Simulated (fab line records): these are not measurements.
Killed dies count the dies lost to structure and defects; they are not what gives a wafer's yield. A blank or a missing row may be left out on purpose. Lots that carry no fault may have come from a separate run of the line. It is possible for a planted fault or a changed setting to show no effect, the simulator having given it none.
What tool caused it? ; flow rit cmos ; 21 wafers from 7 lots sampled at 2 of the route's 202 steps

== WHAT THE GAUGES READ, wafer by wafer ==
RIT_SDANNEAL_RS_MEAS_04: uses a four-point probe to measure.
lot;measured;on;PSD_RS (ohm/sq)
L751;day 3 16:11;film metro-01;115.9 115.9 115.9
L754;day 4 07:40;film metro-01;116.0 116.0 116.3
L756;day 4 16:43;film metro-02;115.9 115.7 115.3
L760;day 5 17:11;film metro-02;115.7 115.8 115.4
L762;day 6 00:55;film metro-02;115.6 115.5 115.3
L767;day 7 01:28;film metro-02;127.9 127.9 127.8
L770;day 7 14:50;film metro-03;116.2 116.1 115.7

== EACH LOT AND THE TOOL THAT RAN IT (in order: tool; ch and the chambers of the sampled wafers; start) ==
lot;RIT_SDANNEAL_RTA_03
L751;rtp anneal-02 ch 0, day 3 16:04
L754;rtp anneal-01 ch 0, day 4 07:36
L756;rtp anneal-01 ch 0, day 4 16:40
L760;rtp anneal-01 ch 0, day 5 17:07
L762;rtp anneal-01 ch 0, day 6 00:50
L767;rtp anneal-01 ch 0, day 7 01:24
L770;rtp anneal-02 ch 0, day 7 14:46
- RIT_SDANNEAL_RTA_03: time 5 s.

== THE ANSWER, worked out from the rows above alone ==
Rule: usual is defined by the lots themselves. Put in order of their means at a reading, lots are off if they are a third of the lots or fewer, leave a main group of 4 or more, and stand apart from it by a gap of 3 or more times the standard deviation of the main group's means; of several such gaps the widest counts. A main group is skipped when, at the precision printed for the reading in the tables above, its means are all equal. A lot without any number at a reading at which 4 lots or more have one is off too. All remaining lots with rows at the step are treated as sound.
Off: L767, at RIT_SDANNEAL_RS_MEAS_04 (PSD_RS). The main group has a mean of 115.8 ohm/sq with a standard deviation of 0.23.
If a tool, at a process step before that reading, ran all the lots that are off and no sound lot after the first of them, it fits. Those tools and the gauges at RIT_SDANNEAL_RS_MEAS_04 are tried in the same way. 2 tools fit, rtp anneal-01 at RIT_SDANNEAL_RTA_03 and film metro-02 at RIT_SDANNEAL_RS_MEAS_04, so this cannot tell which one it is.

== WHAT HAD BEEN PUT IN BY THE SIMULATOR ==
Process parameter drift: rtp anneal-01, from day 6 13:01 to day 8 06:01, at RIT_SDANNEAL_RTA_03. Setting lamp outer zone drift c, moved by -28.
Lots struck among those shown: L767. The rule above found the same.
